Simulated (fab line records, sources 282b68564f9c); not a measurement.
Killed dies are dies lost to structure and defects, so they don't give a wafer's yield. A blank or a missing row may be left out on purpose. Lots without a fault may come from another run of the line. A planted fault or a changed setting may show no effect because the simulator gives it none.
fab line records | flow rit_cmos
record lots=5 wafers=15 last_day=6
route steps=202 shown CONTACT@174 M1@184
lots that met no fault: from a run of the same line without faults
start_h: hours from the record's first day to the start of the lot's first wafer shown | wait_h: hours since the lot's step before | " the same as in the row above | L1.1+2: a row that stands for several wafers | - no value, or no start given | * or withheld: withheld | < > ~ a bound
route shown NAME@n: a module of which the file shows steps, and the number in the route of the first | usual: mean/standard deviation of fault-free wafers | same: alike in all rows | chamber/n: place in a boat | sites: the reading at each site | _std_site: their standard deviation | _edge_site: outer sites' mean less inner sites' | radius_mm: how far each site lies from the wafer's centre | mask NAME#n: copy n | behind: the tool/chamber that last shaped the wafer | hold: why the lot was held/for how many hours/how that ended | device: the transistor (n, p or np) that didn't switch | end of line: the same wafers' tests at the end of the route | a step without rows: its recipe alone | killed: dies lost to structure and defects at the first sort, not the wafer's yield | map: a wafer's dies, x killed, . not, _ none there
set.NAME: the setting as run; set.NAME@STEP: as run at that earlier step | model.NAME: the simulator's own value behind a step, which no gauge read
lots at some steps of the route; a table a step, a row a wafer
services: from which hour (start_h, from the record's first day; less than 0 if before it) a tool's chamber was out of use, for how many hours, and why
## steps
# step RIT_CONTACT_PEB_06
# recipe resist=NOVOLAK temp_c=withheld time_s=withheld
# usual chill_plate_temp_C=*
# columns lot.wafer tool chamber start_h wait_h chill_plate_temp_C
L076.1 litho_track-03 0 63.36 0.1 *
L076.2 " 0 " " *
L076.6 " 0 " " *
L083.2 litho_track-03 0 95.78 0.1 *
L083.4 " 0 " " *
L083.5 " 0 " " *
L087.1 litho_track-04 0 117.72 0.1 *
L087.3 " 0 " " *
L087.4 " 0 " " *
L091.1 litho_track-04 0 137.14 0.1 *
L091.2 " 0 " " *
L091.6 " 0 " " *
L093.1 litho_track-04 0 147.73 0.1 *
L093.2 " 0 " " *
L093.6 " 0 " " *
# step RIT_CONTACT_DEVELOP_07
# recipe resist=NOVOLAK develop_time_s=120 dev_temp_c=23
# usual chill_plate_temp_C=23.01/0.1
# same develop_time_s=120
# columns lot.wafer tool chamber start_h wait_h chill_plate_temp_C
L076.1 litho_track-03 0 - - 22.96
L076.2 " 0 " " 23.06
L076.6 " 0 " " 23.22
L083.2 litho_track-03 0 - - 23.03
L083.4 " 0 " " 23.03
L083.5 " 0 " " 23.17
L087.1 litho_track-04 0 - - 23.03
L087.3 " 0 " " 23.15
L087.4 " 0 " " 23.12
L091.1 litho_track-04 0 - - 23.09
L091.2 " 0 " " 23.03
L091.6 " 0 " " 23.17
L093.1 litho_track-04 0 - - 22.81
L093.2 " 0 " " 22.92
L093.6 " 0 " " 22.88
# step RIT_CONTACT_CD_MEAS_08
# recipe target_cd_nm=1000
# usual cd_nm=999.9/2.4
# columns lot.wafer tool chamber start_h wait_h cd_nm
L076.1 cd_sem-02 - 63.76 - 996.9
L076.2 " - " " 996.3
L076.6 " - " " 996.2
L083.2 cd_sem-02 - 96.17 - 997.1
L083.4 " - " " 997.5
L083.5 " - " " 998.4
L087.1 cd_sem-02 - 118.12 - 1003.7
L087.3 " - " " 1002.1
L087.4 " - " " 1002.1
L091.1 cd_sem-02 - 137.54 - 999.5
L091.2 " - " " 1000.4
L091.6 " - " " 998.2
L093.1 cd_sem-02 - 148.13 - 1002.0
L093.2 " - " " 1003.4
L093.6 " - " " 1000.9
# step RIT_CONTACT_OVL_MEAS_09
# usual CONTACT_OVL=0.2/1.4
# columns lot.wafer tool chamber start_h wait_h CONTACT_OVL[nm]
L076.1 overlay-02 - 63.88 0.1 1.1
L076.2 " - " " -0.4
L076.6 " - " " 1.9
L083.2 overlay-02 - 96.28 0.1 3.6
L083.4 " - " " 2.3
L083.5 " - " " 1.8
L087.1 overlay-01 - 118.24 0.1 -0.2
L087.3 " - " " -1.1
L087.4 " - " " -0.8
L091.1 overlay-01 - 137.66 0.1 -0.9
L091.2 " - " " -1.9
L091.6 " - " " -0.4
L093.1 overlay-02 - 148.25 0.1 -2.4
L093.2 " - " " -2.8
L093.6 " - " " -3.8
# step RIT_CONTACT_HARDBAKE_10
# recipe resist=NOVOLAK temp_c=140 time_s=60
# usual chill_plate_temp_C=22.99/0.1
# same time_s=60
# columns lot.wafer tool chamber start_h wait_h chill_plate_temp_C
L076.1 litho_track-03 0 63.92 0.0 23.12
L076.2 " 0 " " 23.00
L076.6 " 0 " " 22.97
L083.2 litho_track-04 0 96.33 0.0 22.91
L083.4 " 0 " " 23.05
L083.5 " 0 " " 22.99
L087.1 litho_track-02 0 118.28 0.0 23.00
L087.3 " 0 " " 22.92
L087.4 " 0 " " 22.95
L091.1 litho_track-04 0 137.69 0.0 22.91
L091.2 " 0 " " 22.97
L091.6 " 0 " " 23.13
L093.1 litho_track-04 0 148.29 0.0 22.94
L093.2 " 0 " " 22.99
L093.6 " 0 " " 22.98
# step RIT_CONTACT_ETCH_11
# recipe target_depth_a=4800 over_etch_frac=0.2 stop_on=TiSi2 chemistry=CHF3/CF4/Ar target=SiO2 CHF3_flow_sccm=50 cf4_flow_sccm=10 Ar_flow_sccm=100 O2_flow_sccm=5 pressure_mtorr=100 rf_w=200 time_s=320
# usual drypump_motor_current_A=5.7/0.35 oes_product_au=0.987/0.017 throttle_valve_pct=8.91/0.1
# same time_s=320
# columns lot.wafer tool chamber start_h wait_h drypump_motor_current_A oes_product_au rf_hours_counter_h throttle_valve_pct
L076.1 rie_diel-01 3 64.07 0.1 5.5 0.972 120 8.82
L076.2 " 1 " " 6.3 0.997 166 8.92
L076.6 " 1 " " 6.2 1.000 - 8.92
L083.2 rie_diel-03 3 96.46 0.1 5.2 0.991 107 8.88
L083.4 " 2 " " 5.4 0.972 - 8.91
L083.5 " 3 " " 5.2 0.990 - 8.87
L087.1 rie_diel-03 2 118.43 0.1 5.4 0.976 21 8.92
L087.3 " 1 " " 6.0 1.006 18 9.05
L087.4 " 3 " " 5.2 0.993 107 8.88
L091.1 rie_diel-02 1 137.84 0.1 5.3 0.971 97 8.97
L091.2 " 3 " " 5.7 1.001 34 8.64
L091.6 " 0 " " 6.1 1.018 - 9.02
L093.1 rie_diel-01 0 148.44 0.1 6.0 0.967 4 8.97
L093.2 " 3 " " 5.5 0.978 122 8.82
L093.6 " 2 " " 6.1 0.974 - 8.99
# step RIT_CONTACT_STRIP_12
# recipe chemistry=O2 time_s=180 resist=NOVOLAK platen_temp_c=withheld power_w=500 pressure_mtorr=4000 o2_flow_sccm=4000
# usual drypump_motor_current_A=5.7/0.34
# same time_s=180
# columns lot.wafer tool chamber start_h wait_h drypump_motor_current_A rf_hours_counter_h
L076.1 plasma_asher-04 1 64.26 0.1 5.5 44
L076.2 " 0 " " 5.9 44
L076.6 " 0 " " 5.8 -
L083.2 plasma_asher-04 1 96.65 0.1 5.5 47
L083.4 " 1 " " 5.5 -
L083.5 " 1 " " 5.5 -
L087.1 plasma_asher-03 0 118.62 0.1 5.2 49
L087.3 " 1 " " 5.5 -
L087.4 " 0 " " 5.2 -
L091.1 plasma_asher-03 1 138.04 0.1 5.5 51
L091.2 " 0 " " 5.2 51
L091.6 " 1 " " 5.5 -
L093.1 plasma_asher-02 0 148.63 0.1 6.2 35
L093.2 " 1 " " 5.9 35
L093.6 " 0 " " 6.3 -
# step RIT_CONTACT_CD_MEAS_90
# recipe target_cd_nm=1000
# usual cd_nm=999.9/2.5
# columns lot.wafer tool chamber start_h wait_h cd_nm
L076.1 cd_sem-01 - 64.44 0.1 997.3
L076.2 " - " " 996.1
L076.6 " - " " 996.3
L083.2 cd_sem-02 - 96.85 0.1 997.1
L083.4 " - " " 997.5
L083.5 " - " " 998.6
L087.1 cd_sem-01 - 118.80 0.1 1003.6
L087.3 " - " " 1001.6
L087.4 " - " " 1002.3
L091.1 cd_sem-01 - 138.21 0.1 999.6
L091.2 " - " " 1000.3
L091.6 " - " " 997.4
L093.1 cd_sem-02 - 148.81 0.1 1002.0
L093.2 " - " " 1003.8
L093.6 " - " " 1000.0
# step RIT_CONTACT_CLEAN_13
# recipe chemistry=SC1 mix=3:3:50 time_s=600 temp_c=75
# same time_s=600
# columns lot.wafer tool chamber start_h wait_h
L076.1+2+6 wet_bench-04 2 64.56 0.1
L083.2+4+5 wet_bench-01 1 96.95 0.1
L087.1+3+4 wet_bench-01 3 118.92 0.1
L091.1+2+6 wet_bench-03 1 138.33 0.1
L093.1+2+6 wet_bench-04 2 148.93 0.1
# step RIT_CONTACT_CLEAN_14
# recipe chemistry=SC2 mix=3:3:50 time_s=600 temp_c=75 dry=n2_spin
# same time_s=600
# columns lot.wafer tool chamber start_h wait_h
L076.1+2+6 wet_bench-03 0 64.73 0.0
L083.2+4+5 wet_bench-03 3 97.14 0.0
L087.1+3+4 wet_bench-04 1 119.11 0.0
L091.1+2+6 wet_bench-01 1 138.51 0.0
L093.1+2+6 wet_bench-03 3 149.10 0.0
# step RIT_M1_SPUTTER_00
# recipe material=Al target_thk_nm=400 power_w=2000 chamber_pressure_pa=0.4 gas=Ar time_s=500 substrate_temp_c=25
# usual throttle_valve_pct=29.9/1.3
# same time_s=500
# columns lot.wafer tool chamber start_h wait_h throttle_valve_pct
L076.1 pvd_sputter-01 - 64.91 0.0 29.1
L076.2 " - " " 28.1
L076.6 " - " " 28.9
L083.2 pvd_sputter-02 - 97.31 0.0 27.7
L083.4 " - " " 31.2
L083.5 " - " " 30.8
L087.1 pvd_sputter-02 - 119.29 0.0 27.7
L087.3 " - " " 31.1
L087.4 " - " " 29.7
L091.1 pvd_sputter-04 - 138.68 0.0 29.1
L091.2 " - " " 30.7
L091.6 " - " " 29.3
L093.1 pvd_sputter-04 - 149.28 0.0 29.2
L093.2 " - " " 30.3
L093.6 " - " " 31.5
# step RIT_M1_RS_MEAS_01
# recipe thk_meas_gauge=four-point-probe reads=Al_of_M1_SPUTTER_00
# usual M1_AL_RS=0.0734/0.00078
# columns lot.wafer tool chamber start_h wait_h M1_AL_RS[ohm/sq]
L076.1 film_metro-01 - 65.20 0.1 0.0714
L076.2 " - " " 0.0730
L076.6 " - " " 0.0716
L083.2 film_metro-03 - 97.63 0.2 0.0731
L083.4 " - " " 0.0728
L083.5 " - " " 0.0727
L087.1 film_metro-01 - 119.58 0.1 0.0734
L087.3 " - " " 0.0733
L087.4 " - " " 0.0737
L091.1 film_metro-03 - 138.98 0.1 0.0732
L091.2 " - " " 0.0732
L091.6 " - " " 0.0727
L093.1 film_metro-01 - 149.57 0.1 0.0741
L093.2 " - " " 0.0743
L093.6 " - " " 0.0738
# step RIT_M1_THK_MEAS_02
# recipe thk_meas_gauge=xrf reads=Al_of_M1_SPUTTER_00
# usual M1_AL_THK=397/4.7
# columns lot.wafer tool chamber start_h wait_h M1_AL_THK[nm]
L076.1 film_metro-01 - 65.32 0.1 409
L076.2 " - " " 400
L076.6 " - " " 403
L083.2 film_metro-03 - 97.74 0.1 399
L083.4 " - " " 401
L083.5 " - " " 404
L087.1 film_metro-01 - 119.70 0.1 395
L087.3 " - " " 399
L087.4 " - " " 398
L091.1 film_metro-03 - 139.10 0.1 397
L091.2 " - " " 394
L091.6 " - " " 399
L093.1 film_metro-01 - 149.69 0.1 389
L093.2 " - " " 392
L093.6 " - " " 393
# step RIT_M1_HMDS_03
# recipe prime_time_s=60 prime_temp_c=140
# usual chill_plate_temp_C=22.98/0.099
# columns lot.wafer tool chamber start_h wait_h chill_plate_temp_C
L076.1 litho_track-04 0 65.38 0.1 22.92
L076.2 " 0 " " 23.04
L076.6 " 0 " " 22.97
L083.2 litho_track-01 0 97.81 0.1 23.03
L083.4 " 0 " " 23.16
L083.5 " 0 " " 23.10
L087.1 litho_track-02 0 119.76 0.1 22.92
L087.3 " 0 " " 22.95
L087.4 " 0 " " 22.97
L091.1 litho_track-04 0 139.16 0.1 22.81
L091.2 " 0 " " 22.81
L091.6 " 0 " " 22.97
L093.1 litho_track-02 0 149.75 0.1 22.89
L093.2 " 0 " " 23.02
L093.6 " 0 " " 22.81
# step RIT_M1_COAT_04
# recipe resist=NOVOLAK spin_rpm=2000 resist_thk_nm=1300
# usual chill_plate_temp_C=23.00/0.1
# columns lot.wafer tool chamber start_h wait_h chill_plate_temp_C
L076.1 litho_track-04 0 65.53 0.1 22.92
L076.2 " 0 " " 22.90
L076.6 " 0 " " 22.90
L083.2 litho_track-01 0 97.96 0.1 23.05
L083.4 " 0 " " 23.06
L083.5 " 0 " " 22.94
L087.1 litho_track-02 0 119.91 0.1 23.17
L087.3 " 0 " " 23.18
L087.4 " 0 " " 23.15
L091.1 litho_track-04 0 139.31 0.1 22.92
L091.2 " 0 " " 22.96
L091.6 " 0 " " 23.10
L093.1 litho_track-02 0 149.90 0.1 23.02
L093.2 " 0 " " 22.97
L093.6 " 0 " " 23.09
# step RIT_M1_SOFTBAKE_05
# recipe resist=NOVOLAK temp_c=90 time_s=60
# usual chill_plate_temp_C=22.98/0.12
# same time_s=60
# columns lot.wafer tool chamber start_h wait_h chill_plate_temp_C
L076.1 litho_track-04 0 65.68 0.1 22.88
L076.2 " 0 " " 22.97
L076.6 " 0 " " 23.08
L083.2 litho_track-01 0 98.11 0.1 23.02
L083.4 " 0 " " 22.93
L083.5 " 0 " " 23.00
L087.1 litho_track-02 0 120.06 0.1 22.77
L087.3 " 0 " " 23.07
L087.4 " 0 " " 22.89
L091.1 litho_track-04 0 139.46 0.1 22.90
L091.2 " 0 " " 22.90
L091.6 " 0 " " 22.91
L093.1 litho_track-02 0 150.05 0.1 22.87
L093.2 " 0 " " 22.95
L093.6 " 0 " " 23.00
# step RIT_M1_EXPOSE_06
# recipe mask_id=M12 na=0.6 source_shape=conventional sigma_outer=0.5 target_cd_nm=2600 dose_mj=250
# columns lot.wafer tool chamber start_h wait_h mask
L076.1+2+6 iline_stepper-02 0 65.83 0.1 M12#0
L083.2+4+5 iline_stepper-02 0 98.26 0.1 M12#0
L087.1+3+4 iline_stepper-02 0 120.34 0.2 M12#0
L091.1+2+6 iline_stepper-02 0 139.61 0.1 M12#0
L093.1+2+6 iline_stepper-02 0 150.20 0.1 M12#0
# step RIT_M1_PEB_07
# recipe resist=NOVOLAK temp_c=withheld time_s=withheld
# usual chill_plate_temp_C=*
# columns lot.wafer tool chamber start_h wait_h chill_plate_temp_C
L076.1 litho_track-04 0 65.95 0.1 *
L076.2 " 0 " " *
L076.6 " 0 " " *
L083.2 litho_track-04 0 98.38 0.1 *
L083.4 " 0 " " *
L083.5 " 0 " " *
L087.1 litho_track-04 0 120.49 0.1 *
L087.3 " 0 " " *
L087.4 " 0 " " *
L091.1 litho_track-04 0 139.73 0.1 *
L091.2 " 0 " " *
L091.6 " 0 " " *
L093.1 litho_track-02 0 150.32 0.1 *
L093.2 " 0 " " *
L093.6 " 0 " " *
# step RIT_M1_DEVELOP_08
# recipe resist=NOVOLAK develop_time_s=68 dev_temp_c=23
# usual chill_plate_temp_C=23.01/0.1
# same develop_time_s=68
# columns lot.wafer tool chamber start_h wait_h chill_plate_temp_C
L076.1 litho_track-04 0 - - 22.91
L076.2 " 0 " " 23.04
L076.6 " 0 " " 23.01
L083.2 litho_track-04 0 - - 23.04
L083.4 " 0 " " 23.03
L083.5 " 0 " " 22.89
L087.1 litho_track-04 0 - - 22.93
L087.3 " 0 " " 22.82
L087.4 " 0 " " 22.99
L091.1 litho_track-04 0 - - 22.97
L091.2 " 0 " " 23.03
L091.6 " 0 " " 22.96
L093.1 litho_track-02 0 - - 22.93
L093.2 " 0 " " 22.95
L093.6 " 0 " " 22.85
# step RIT_M1_CD_MEAS_09
# recipe target_cd_nm=2600
# usual cd_nm=2599.9/2.7
# columns lot.wafer tool chamber start_h wait_h cd_nm
L076.1 cd_sem-02 - 66.26 - 2598.0
L076.2 " - " " 2598.5
L076.6 " - " " 2597.6
L083.2 cd_sem-02 - 98.69 - 2598.1
L083.4 " - " " 2596.8
L083.5 " - " " 2596.3
L087.1 cd_sem-02 - 120.80 - 2599.4
L087.3 " - " " 2597.7
L087.4 " - " " 2599.8
L091.1 cd_sem-02 - 140.04 - 2601.8
L091.2 " - " " 2599.3
L091.6 " - " " 2600.7
L093.1 cd_sem-01 - 150.63 - 2599.0
L093.2 " - " " 2599.8
L093.6 " - " " 2600.3
# step RIT_M1_OVL_MEAS_10
# usual M1_OVL=0.9/1.5
# columns lot.wafer tool chamber start_h wait_h M1_OVL[nm]
L076.1 overlay-02 - 66.38 0.1 2.4
L076.2 " - " " 0.6
L076.6 " - " " 2.1
L083.2 overlay-01 - 98.80 0.1 0.4
L083.4 " - " " 0.2
L083.5 " - " " -0.7
L087.1 overlay-02 - 120.92 0.1 0.6
L087.3 " - " " -1.6
L087.4 " - " " 0.4
L091.1 overlay-01 - 140.16 0.1 2.9
L091.2 " - " " 2.8
L091.6 " - " " 2.9
L093.1 overlay-02 - 150.75 0.1 2.0
L093.2 " - " " 1.1
L093.6 " - " " 1.3
# step RIT_M1_HARDBAKE_11
# recipe resist=NOVOLAK temp_c=140 time_s=120
# usual chill_plate_temp_C=22.99/0.12
# same time_s=120
# columns lot.wafer tool chamber start_h wait_h chill_plate_temp_C
L076.1 litho_track-01 0 66.42 0.0 23.13
L076.2 " 0 " " 23.08
L076.6 " 0 " " 22.98
L083.2 litho_track-01 0 98.87 0.1 22.91
L083.4 " 0 " " 23.13
L083.5 " 0 " " 23.02
L087.1 litho_track-01 0 120.99 0.1 22.92
L087.3 " 0 " " 22.85
L087.4 " 0 " " 22.90
L091.1 litho_track-02 0 140.19 0.0 22.95
L091.2 " 0 " " 23.04
L091.6 " 0 " " 22.92
L093.1 litho_track-02 0 150.79 0.0 22.85
L093.2 " 0 " " 22.75
L093.6 " 0 " " 22.97
# step RIT_M1_METAL_ETCH_12
# recipe stop_on=SiO2 chemistry=Cl2/BCl3 target=Al time_s=165 over_etch_frac=0.5 pressure_mtorr=100 target_depth_a=6000 rf_w=250 Cl2_flow_sccm=60 bcl3_flow_sccm=50
# usual drypump_motor_current_A=5.7/0.39 oes_product_au=0.780/0.017 throttle_valve_pct=8.19/0.089
# same time_s=165
# columns lot.wafer tool chamber start_h wait_h drypump_motor_current_A oes_product_au rf_hours_counter_h throttle_valve_pct
L076.1 rie_metal-02 1 66.67 0.2 5.6 0.777 31 8.22
L076.2 " 0 " " 6.3 0.780 33 8.27
L076.6 " 0 " " 6.2 0.787 - 8.26
L083.2 rie_metal-03 0 99.08 0.2 5.9 0.810 5 8.14
L083.4 " 1 " " 5.1 0.788 - 8.05
L083.5 " 1 " " 5.1 0.791 - 8.07
L087.1 rie_metal-01 1 121.24 0.2 5.5 0.765 1 8.14
L087.3 " 0 " " 6.0 0.786 - 8.34
L087.4 " 1 " " 5.5 0.770 - 8.13
L091.1 rie_metal-03 1 140.44 0.2 5.1 0.790 5 8.06
L091.2 " 0 " " 6.0 0.809 5 8.14
L091.6 " 0 " " 5.9 0.814 - 8.14
L093.1 rie_metal-01 0 151.04 0.2 6.0 0.780 2 8.32
L093.2 " 1 " " 5.5 0.753 2 8.15
L093.6 " 0 " " 6.0 0.772 - 8.32
# step RIT_M1_STRIP_13
# recipe chemistry=nmp resist=NOVOLAK temp_c=80 time_s=600 dry=n2_spin
# same time_s=600
# columns lot.wafer tool chamber start_h wait_h
L076.1+2+6 wet_bench-03 2 66.83 0.1
L083.2+4+5 wet_bench-01 1 99.24 0.1
L087.1+3+4 wet_bench-03 1 121.40 0.1
L091.1+2+6 wet_bench-02 1 140.61 0.1
L093.1+2+6 wet_bench-02 2 151.20 0.1
# step RIT_M1_STRIP_14
# recipe chemistry=O2 time_s=180 platen_temp_c=withheld power_w=500 pressure_mtorr=4000 o2_flow_sccm=4000
# usual drypump_motor_current_A=5.7/0.39
# same time_s=180
# columns lot.wafer tool chamber start_h wait_h drypump_motor_current_A rf_hours_counter_h
L076.1 plasma_asher-01 1 67.01 0.0 6.0 41
L076.2 " 0 " " 5.4 41
L076.6 " 0 " " 5.4 -
L083.2 plasma_asher-03 1 99.59 0.0 5.4 47
L083.4 " 1 " " 5.4 -
L083.5 " 1 " " 5.4 -
L087.1 plasma_asher-02 0 121.58 0.0 6.2 32
L087.3 " 0 " " 6.2 -
L087.4 " 1 " " 6.0 -
L091.1 plasma_asher-02 1 140.78 0.0 6.0 34
L091.2 " 0 " " 6.2 34
L091.6 " 0 " " 6.2 -
L093.1 plasma_asher-02 0 151.38 0.0 6.3 36
L093.2 " 1 " " 6.0 36
L093.6 " 1 " " 6.0 -
# step RIT_M1_CD_MEAS_90
# recipe target_cd_nm=2600
# usual cd_nm=2600/3.2
# columns lot.wafer tool chamber start_h wait_h cd_nm
L076.1 cd_sem-01 - 67.18 0.1 2598
L076.2 " - " " 2599
L076.6 " - " " 2599
L083.2 cd_sem-01 - 99.78 0.1 2598
L083.4 " - " " 2598
L083.5 " - " " 2597
L087.1 cd_sem-01 - 121.75 0.1 2597
L087.3 " - " " 2599
L087.4 " - " " 2596
L091.1 cd_sem-02 - 140.96 0.1 2603
L091.2 " - " " 2599
L091.6 " - " " 2599
L093.1 cd_sem-02 - 151.55 0.1 2600
L093.2 " - " " 2598
L093.6 " - " " 2603
# step RIT_M1_ANNEAL_15
# recipe temp_c=450 time_s=1800 ambient=forming_gas_H2N2
# usual spike_tc_load_C=469/5.1
# same time_s=1800
# columns lot.wafer tool chamber start_h wait_h spike_tc_load_C
L076.1 - - 67.30 0.1 477
L076.2 " - " " 477
L076.6 " - " " 475
L083.2 - - 99.88 0.1 464
L083.4 " - " " 465
L083.5 " - " " 464
L087.1 - - 121.96 0.2 464
L087.3 " - " " 462
L087.4 " - " " 464
L091.1 - - 141.99 1.0 463
L091.2 " - " " 464
L091.6 " - " " 463
L093.1 - - 151.67 0.1 475
L093.2 " - " " 476
L093.6 " - " " 476
# step RIT_M1_BOW_MEAS_16
# recipe mode=bow
# usual M1_BOW=16/7.3
# columns lot.wafer tool chamber start_h wait_h M1_BOW[um]
L076.1 film_metro-01 - 68.80 0.0 14
L076.2 " - " " 32
L076.6 " - " " 23
L083.2 film_metro-04 - 101.40 0.0 28
L083.4 " - " " 25
L083.5 " - " " 20
L087.1 film_metro-01 - 123.46 0.0 17
L087.3 " - " " 23
L087.4 " - " " 11
L091.1 film_metro-01 - 143.49 0.0 25
L091.2 " - " " 17
L091.6 " - " " 2
L093.1 film_metro-03 - 153.17 0.0 24
L093.2 " - " " 11
L093.6 " - " " 11
# step RIT_M1_PROBE_99
# usual defect_limited_yield=97.5/1.2 killed_at_front_end=7/3 killed_dies=7/3.1 killed_open=3.4/2.1 killed_short=3.2/1.9 sort_bin_3_pad_short=0.1/0.25 sort_bin_5_function=1.4/0.76 sort_bin_6_memory=1.0/0.7 sort_n_pass=257/3.1 sort_yield_pct=97.5/1.2
# same gross_dies=264 killed_at_M0_to_M3=0 killed_at_M4_up=0 killed_at_back_side=0 killed_at_contacts=0 killed_at_other=0
# columns lot.wafer tool chamber start_h wait_h defect_limited_yield[%] killed_at_front_end killed_dies killed_open killed_short sort_bin_3_pad_short[%] sort_bin_5_function[%] sort_bin_6_memory[%] sort_n_pass sort_yield_pct[%]
L076.1 prober-01 - 68.92 0.1 99.2 2 2 1 1 0 0.4 0.4 262 99.2
L076.2 prober-01 - 68.97 0.1 97.7 6 6 2 4 0.8 0.8 0.8 258 97.7
L076.6 prober-01 - 69.17 0.2 98.5 4 4 1 3 0 1.5 0 260 98.5
L083.2 prober-01 - 101.55 0.1 98.1 5 5 3 2 0.4 0.4 1.1 259 98.1
L083.4 prober-01 - 101.65 0.2 97.0 8 8 2 6 0 1.5 1.5 256 97.0
L083.5 prober-01 - 101.70 0.2 96.2 10 10 4 6 0.4 1.5 1.9 254 96.2
L087.1 prober-01 - 123.58 0.1 97.7 6 6 4 2 0.4 1.9 0 258 97.7
L087.3 prober-01 - 123.68 0.2 94.7 14 14 10 4 0.4 1.9 3.0 250 94.7
L087.4 prober-01 - 123.73 0.2 97.3 7 7 3 4 0 1.1 1.5 257 97.3
L091.1 prober-01 - 143.61 0.1 97.7 6 6 3 3 0 1.5 0.8 258 97.7
L091.2 prober-01 - 143.66 0.1 97.3 7 7 2 5 0.4 1.5 0.8 257 97.3
L091.6 prober-01 - 143.86 0.2 97.7 6 6 3 3 0 1.5 0.8 258 97.7
L093.1 prober-01 - 153.29 0.1 99.2 2 2 1 1 0 0 0.8 262 99.2
L093.2 prober-01 - 153.34 0.1 98.1 5 5 1 4 0 0.4 1.5 259 98.1
L093.6 prober-01 - 153.54 0.2 98.9 3 3 2 1 0 0 1.1 261 98.9
# killed by level:class
L076.1 GATE:geometric_particle:open=1 SILICIDE:geometric_particle:short=1
L076.2 REOX:geometric_particle:short=2 FOX2:geometric_particle:short=1 FOX2:geometric_particle:open=1 GATE:geometric_particle:open=1 GATE:geometric_particle:short=1
L076.6 GATE:geometric_particle:short=2 FOX2:geometric_particle:short=1 GATE:geometric_particle:open=1
L083.2 FOX1:geometric_particle:open=1 FOX1:geometric_particle:short=1 GATE:geometric_particle:open=1 GATE:geometric_particle:short=1 SPACER:geometric_particle:open=1
L083.4 GATE:geometric_particle:short=4 GATE:geometric_particle:open=2 FOX1:geometric_particle:short=1 SPACER:geometric_particle:short=1
L083.5 GATE:geometric_particle:short=4 GATE:geometric_particle:open=3 REOX:geometric_particle:open=1 SPACER:geometric_particle:short=1 SILICIDE:geometric_particle:short=1
L087.1 GATE:geometric_particle:open=3 GATE:geometric_particle:short=1 REOX:geometric_particle:short=1 REOX:geometric_particle:open=1
L087.3 REOX:geometric_particle:open=5 GATE:geometric_particle:open=3 SILICIDE:geometric_particle:open=2 FOX1:geometric_particle:short=1 GATE:geometric_particle:short=1 REOX:geometric_particle:short=1 SILICIDE:geometric_particle:short=1
L087.4 FOX1:geometric_particle:short=2 GATE:geometric_particle:open=2 GATE:geometric_particle:short=1 REOX:geometric_particle:short=1 SILICIDE:geometric_particle:open=1
L091.1 REOX:geometric_particle:short=2 FOX1:geometric_particle:open=1 GATE:geometric_particle:open=1 GATE:geometric_particle:short=1 REOX:geometric_particle:open=1
L091.2 REOX:geometric_particle:short=3 FOX1:geometric_particle:short=1 REOX:geometric_particle:open=1 SPACER:geometric_particle:short=1 SILICIDE:geometric_particle:open=1
L091.6 REOX:geometric_particle:short=2 GATE:geometric_particle:short=1 GATE:geometric_particle:open=1 REOX:geometric_particle:open=1 SILICIDE:geometric_particle:open=1
L093.1 FOX1:geometric_particle:short=1 FOX2:geometric_particle:open=1
L093.2 GATE:geometric_particle:short=2 FOX2:geometric_particle:short=1 GATE:geometric_particle:open=1 SPACER:geometric_particle:short=1
L093.6 FOX2:geometric_particle:short=1 GATE:geometric_particle:open=1 REOX:geometric_particle:open=1
## services
# columns tool chamber start_h hours kind
rie_diel-01 2 45.27 48.3 repair
iline_stepper-02 - 49.07 1.7 pm
rie_diel-02 - 49.11 2.8 pm
plasma_asher-04 - 71.49 0.9 repair
rie_diel-03 0 76.05 35.9 repair
wet_bench-04 - 82.53 3.8 repair
rie_metal-02 0 83.78 8.7 repair
rie_metal-01 - 88.05 2.8 pm
rie_diel-01 1 93.58 - clean
pvd_sputter-01 - 107.00 1.3 repair
iline_stepper-02 - 108.06 4.4 pm
plasma_asher-01 - 108.75 9.0 pm
pvd_sputter-04 - 112.74 13.6 repair
plasma_asher-03 - 114.87 0.8 repair
pvd_sputter-04 - 116.17 2.6 repair
wet_bench-04 - 122.70 1.9 pm
rie_diel-01 - 126.74 0.5 repair
furnace-03 - 131.14 3.7 pm
rie_diel-03 1 134.59 11.6 repair
rie_metal-02 - 136.12 20.0 pm
rie_diel-03 0 136.83 10.5 repair
furnace-03 - 139.86 2.1 pm
rie_metal-01 - 145.40 1.0 repair
rie_diel-03 3 146.33 6.7 repair
## key
fault none
